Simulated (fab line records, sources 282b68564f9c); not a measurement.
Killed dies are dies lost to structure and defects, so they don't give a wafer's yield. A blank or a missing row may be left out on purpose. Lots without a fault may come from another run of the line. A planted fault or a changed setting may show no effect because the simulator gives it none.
A struck lot beside a sound one | flow rit_cmos | 18 steps out of a route of 202
Sound: wafers L837.2, L837.4, L837.6. Struck: wafers L848.2, L848.3, L848.4. The cause comes at the end.
At each step with rows: each side's tool, then ch and its chambers, then its first start. Under that, the readings that differ: sound wafers | struck wafers | difference of the means | sigmas: that difference in standard deviations of wafers without a fault.
alike: readings whose means differ by less than 2 such deviations, and words and numbers that are the same on both sides. not compared: withheld readings, readings that some wafer has no value for, bounds like >300 that may hide the same value, and numbers for which the record gives no deviation and whose values overlap.
The two part at a step that has a row with sigmas, a row that says differs or no value, or rows on one side only. Numbers that don't overlap but have no deviation are shown without sigmas and don't part them. A reading that every wafer of one side lacks parts them only if that side has two wafers or more.

RIT_M1_RS_MEAS_01: measures by four-point-probe.
  sound on film_metro-01, day 3 06:47; struck on film_metro-01, day 5 11:49
  reading           | sound                | struck               | difference | sigmas
  M1_AL_RS (ohm/sq) | 0.0717 0.0715 0.0720 | 0.0740 0.0742 0.0743 | +0.0024    | +3
RIT_M1_THK_MEAS_02: measures by xrf.
  sound on film_metro-01, day 3 06:54; struck on film_metro-01, day 5 11:56
  reading        | sound       | struck      | difference | sigmas
  M1_AL_THK (nm) | 406 404 403 | 395 392 392 | -11        | -2
then, 6 steps without rows for these wafers: RIT_M1_HMDS_03 (prime time 60 s); RIT_M1_COAT_04 (resist thk 1300 nm); RIT_M1_SOFTBAKE_05 (time 60 s); RIT_M1_EXPOSE_06 (exposes mask M12, target cd 2600 nm); RIT_M1_PEB_07; RIT_M1_DEVELOP_08 (develop time 68 s).
RIT_M1_CD_MEAS_09: target cd 2600 nm.
  sound on cd_sem-02, day 3 07:51; struck on cd_sem-01, day 5 12:56
  alike: cd_nm
RIT_M1_OVL_MEAS_10:
  sound on overlay-01, day 3 07:57; struck on overlay-01, day 5 13:02
  alike: M1_OVL
then, 1 step without rows for these wafers: RIT_M1_HARDBAKE_11 (time 120 s).
RIT_M1_METAL_ETCH_12: etches Al in Cl2/BCl3, stops on SiO2, time 165 s, target depth 600 nm.
  sound on rie_metal-04 ch 0,1, day 3 08:14; struck on rie_metal-01 ch 0,1, day 5 13:19
  reading                | sound          | struck         | difference | sigmas
  throttle_valve_pct (%) | 8.10 8.24 8.11 | 8.53 8.26 8.54 | +0.29      | +2
  alike: drypump_motor_current_A, oes_product_au
  not compared: rf_hours_counter_h
RIT_M1_STRIP_13: strips in nmp, time 600 s.
  sound on wet_bench-01 ch 1, day 3 08:23; struck on wet_bench-01 ch 0, day 5 13:29
RIT_M1_STRIP_14: strips in O2, time 180 s.
  sound on plasma_asher-01 ch 0,1, day 3 08:34; struck on plasma_asher-02 ch 0,1, day 5 13:39
  alike: drypump_motor_current_A
  not compared: rf_hours_counter_h
RIT_M1_CD_MEAS_90: target cd 2600 nm.
  sound on cd_sem-01, day 3 08:46; struck on cd_sem-02, day 5 13:51
  alike: cd_nm
then, 1 step without rows for these wafers: RIT_M1_ANNEAL_15 (time 1800 s).
RIT_M1_BOW_MEAS_16:
  sound on film_metro-04, day 3 10:23; struck on film_metro-01, day 5 15:28
  alike: M1_BOW
RIT_M1_PROBE_99:
  sound on prober-01, day 3 10:32; struck on prober-02, day 5 15:37
  reading                               | sound               | struck                                                                     | difference                   | sigmas
  hold                                  | - - -               | await_dispo/2.1h/release await_dispo/2.1h/release await_dispo/2.1h/release | no value on the sound wafers |
  defect_limited_yield (%)              | 98.1 98.1 97.7      | 88.6 88.6 89.8                                                             | -9.0                         | -8
  killed_at_M0_to_M3                    | 0 0 0               | 27 24 24                                                                   | +25                          | +99 or more
  killed_dies                           | 5 5 6               | 30 30 27                                                                   | +24                          | +8
  sort_bin_3_pad_short (%)              | 0 0.4 0             | 1.1 1.5 0.8                                                                | +1.0                         | +4
  sort_bin_5_function (%)               | 0.8 0.4 1.5         | 7.6 6.4 7.6                                                                | +6.3                         | +8
  sort_bin_6_memory (%)                 | 1.1 1.1 0.8         | 2.7 3.4 1.9                                                                | +1.7                         | +3
  sort_n_pass                           | 259 259 258         | 234 234 237                                                                | -24                          | -8
  sort_yield_pct (%)                    | 98.1 98.1 97.7      | 88.6 88.6 89.8                                                             | -9.0                         | -8
  model.etest.tester.sort_n_pass        | 259 259 258         | 234 234 237                                                                | -24                          |
  model.etest.tester.sort_yield_pct (%) | 98.11 98.11 97.73   | 88.64 88.64 89.77                                                          | -8.97                        |
  model.etest.tester.sort_bin_5_pct (%) | 0.7576 0.3788 1.515 | 7.576 6.439 7.576                                                          | +6.313                       |
  model.etest.tester.sort_bin_6_pct (%) | 1.136 1.136 0.7576  | 2.652 3.409 1.894                                                          | +1.642                       |
  model.etest.tester.sort_bin_3_pct (%) | 0 0.3788 0          | 1.136 1.515 0.7576                                                         | +1.010                       |
  alike: killed_at_contacts, killed_at_front_end, killed_open, killed_short

WHERE THEY PART
First at RIT_M1_RS_MEAS_01; last, within this record, at RIT_M1_PROBE_99.

WHY: what the simulator had put in
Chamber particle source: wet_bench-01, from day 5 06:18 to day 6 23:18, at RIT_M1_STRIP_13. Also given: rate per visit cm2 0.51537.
